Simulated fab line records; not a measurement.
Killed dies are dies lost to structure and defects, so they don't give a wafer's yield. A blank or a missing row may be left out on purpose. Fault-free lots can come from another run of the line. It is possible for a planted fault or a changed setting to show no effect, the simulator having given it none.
Code-filled problem report in 8D (eight disciplines) form / flow rit cmos / the parts of the form that need people (team, actions taken, sign-off) are left out

1. PROBLEM STATEMENT
Wafers free of any fault read 47.9 ohm/sq (standard deviation 0.64) for SILICIDE_TI_RS at RIT_SILICIDE_RS_MEAS_02, against a mean of 42.2 ohm/sq on 3 wafers of 2 lots. Relative to the usual mean, that is a shift of -8.9 standard deviations.
The step: measures by four-point-probe.
First seen on wafer L161.2, day 5 23:33, on film metro-03. The record has a number at this step for 42 wafers belonging to 14 lots. Rule for "out", or "out of limits": more than 4 standard deviations from the usual mean. The other wafers with a number count as sound.

2. WHAT IT IS, AND WHAT IT ISN'T
question=which readings at this step | is=SILICIDE_TI_RS | is not=-
question=which lots | is=L161, L163 | is not=L148, L149, L151, L152, L154, L155, L158, L159, L160, L162, L164, L170
question=which wafers of those lots | is=L161.2, L161.6, L163.1 | is not=L161.1, L163.2, L163.5
question=read on which gauges | is=film metro-01, film metro-03 | is not=film metro-04
question=when | is=from day 5 23:33 | is not=up to then (28 sound wafers); but 11 sound wafers of L162, L163, L164, L170 came after

3. WHAT RULES OUT EACH SUSPECT
Counting: any tool at a process step up to the reading remains a suspect provided it ran every lot that is out. Sound lots after the first of them don't rule it out here, since some wafers of a struck lot are sound.
- the gauge at RIT_SILICIDE_RS_MEAS_02 has been ruled out. Those wafers that are out were read across 2 gauges (film metro-01, film metro-03).
- pvd sputter-01 at RIT_SILICIDE_SPUTTER_01 (material Ti, target thk 30 nm, time 240 s): kept. Every lot that is out went through it, the first being L161 (day 5 23:24); the last sound lot it ran before that was L160 (day 5 18:10).
Left after counting: pvd sputter-01 at RIT_SILICIDE_SPUTTER_01.

4. THE CAUSE (what the simulator had put in)
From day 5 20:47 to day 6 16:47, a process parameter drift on pvd sputter-01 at RIT_SILICIDE_SPUTTER_01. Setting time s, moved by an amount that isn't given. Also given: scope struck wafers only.
Counting left only this tool.

5. SEQUENCE OF EFFECTS, ordered by route
Each row: a reading where the mean over the struck wafers with a number is more than 3 standard deviations away from the usual. Only readings for which the record gives a usual standard deviation are gone through. hours: the time from each lot's start at the first step in this table that gives one to its start at this step, as a median over the lots. sigmas: the change in usual standard deviations.
hours=0; step=RIT_SILICIDE_RS_MEAS_02; reading=SILICIDE_TI_RS; usual=47.9 ohm/sq; on struck wafers=42.2; change=-5.7; sigmas=-8.9
hours=0; step=RIT_SILICIDE_THK_MEAS_03; reading=SILICIDE_TI_THK; usual=30.3 nm; on struck wafers=33.3; change=+3.0; sigmas=+9.1

6. WHAT WOULD HAVE CAUGHT IT SOONER
The first out-of-limits reading at a measuring or inspecting step in this record came at day 5 23:33, 3 hours after the fault's start at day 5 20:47.
Of the tool readings at RIT_SILICIDE_SPUTTER_01 for which the record gives a usual standard deviation, none was out on any struck wafer, so an alarm limit of 4 standard deviations on them would not have fired.
Lots out: 2; of these, L163 started RIT_SILICIDE_SPUTTER_01 on pvd sputter-01 after day 5 23:33. It would have been spared by a hold on the tool at that moment.
